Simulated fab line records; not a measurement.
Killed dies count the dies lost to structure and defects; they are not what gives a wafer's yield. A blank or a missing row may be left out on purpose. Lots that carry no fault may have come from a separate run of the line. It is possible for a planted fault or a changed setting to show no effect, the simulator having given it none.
Which tool was responsible? ; flow berkeleyCmos170 ; 42 wafers sampled from 14 lots at 1 step of a route of 331

## WHAT THE GAUGES SHOWED, per wafer
No reading from a measuring or inspecting step in the record can be judged against a usual standard deviation.

## TOOL THAT RAN EACH LOT (tool first, then ch and the chambers of the sampled wafers, then the start)
lot;UCB170_PVT_STRIP_08
L895;plasmaAsher-02 ch 0,1, day 6 06:32
L893;plasmaAsher-03 ch 0,1, day 6 06:41
L896;plasmaAsher-04 ch 0,1, day 6 17:41
L898;plasmaAsher-04 ch 0,1, day 7 03:43
L899;plasmaAsher-03 ch 0,1, day 7 03:45
L901;plasmaAsher-04 ch 0,1, day 7 20:35
L905;plasmaAsher-04 ch 0,1, day 8 05:39
L903;plasmaAsher-02 ch 0,1, day 8 05:41
L906;plasmaAsher-04 ch 0,1, day 8 05:56
L907;plasmaAsher-04 ch 1, day 8 15:22
L911;plasmaAsher-03 ch 0,1, day 8 22:23
L912;plasmaAsher-02 ch 0,1, day 9 15:43
L913;plasmaAsher-03 ch 0,1, day 9 15:56
L916;plasmaAsher-02 ch 1, day 9 22:03
- UCB170_PVT_STRIP_08: strips in O2.

## AS READ BY THE TOOLS THEMSELVES (means over the sampled wafers that have a number; for cases with no such wafer, the mark the record gives instead)
UCB170_PVT_STRIP_08. Usual: chamberPressureMTorr 3499.7 mTorr, standard deviation 3; drypumpMotorCurrentA 5.9 A, standard deviation 0.59; o2FlowSccm 400.2 sccm, standard deviation 1; oesProductAu 0.734 a.u., standard deviation 0.0041; stripTimeToEndpointS 21.63 s, standard deviation 0.066.
lot;tool;chamberPressureMTorr (mTorr);drypumpMotorCurrentA (A);o2FlowSccm (sccm);oesProductAu (a.u.);stripTimeToEndpointS (s);flag
L895;plasmaAsher-02;3500.4;5.8;401.2;0.736;21.60;
L893;plasmaAsher-03;3499.5;5.9;400.7;0.731;21.62;
L896;plasmaAsher-04;3499.7;6.1;400.4;0.733;21.64;
L898;plasmaAsher-04;3495.8;5.7;400.0;0.733;21.66;
L899;plasmaAsher-03;3500.3;5.8;399.2;0.736;21.65;
L901;plasmaAsher-04;3498.9;5.7;399.9;0.734;21.60;
L905;plasmaAsher-04;3501.2;6.1;400.7;0.737;21.70;
L903;plasmaAsher-02;3499.4;6.3;398.6;0.730;21.67;
L906;plasmaAsher-04;3501.2;5.7;480.2;0.745;21.06;OFF
L907;plasmaAsher-04;3500.3;5.3;481.8;0.749;21.07;OFF
L911;plasmaAsher-03;3501.9;5.9;399.9;0.730;21.68;
L912;plasmaAsher-02;3503.2;5.7;400.3;0.736;21.66;
L913;plasmaAsher-03;3498.7;5.9;399.5;0.736;21.47;
L916;plasmaAsher-02;3501.3;5.2;399.8;0.735;21.75;

## THE ANSWER, worked out from the rows above alone
Rule: take the mean of a lot's wafers that have a number; if it is more than 3 standard deviations from the usual mean, the lot is off. A lot without any number at a reading at which 4 lots or more have one is off too. Where the step has rows for the other lots, those lots are counted as sound. Order of review: gauges by route order, followed by the tools' own readings, for which a lot's mean as printed above is used. The first step at which some lot is off is used, and at that step the reading that is off furthest; a lot without a number counts as furthest.
Off at UCB170_PVT_STRIP_08 (o2FlowSccm): L906, L907.
If a tool, at that step or one of the process steps before it, ran each lot that is off and ran no sound lot following the first of them, it fits. One fits: UCB170_PVT_STRIP_08 on plasmaAsher-04. A fault onset in the window from L905 (day 8 05:39, its last sound lot) to L906 (day 8 05:56, its first lot off) fits.
The tool's own readings at UCB170_PVT_STRIP_08 bear it out: on the lots that are off they differ by more than 5 times the standard deviation of the sound lots' means. o2FlowSccm reads 481.0 sccm there against 400.0 sccm on the sound lots; oesProductAu reads 0.747 a.u. there against 0.734 a.u. on the sound lots; stripTimeToEndpointS reads 21.06 s there against 21.64 s on the sound lots.

## WHAT HAD BEEN PUT IN BY THE SIMULATOR
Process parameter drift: plasmaAsher-04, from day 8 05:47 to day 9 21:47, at UCB170_PVT_STRIP_08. Setting o2FlowSccm shifted by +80 from 400. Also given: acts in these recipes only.
Lots struck among those shown: L906, L907. This agrees with what the rule above found.
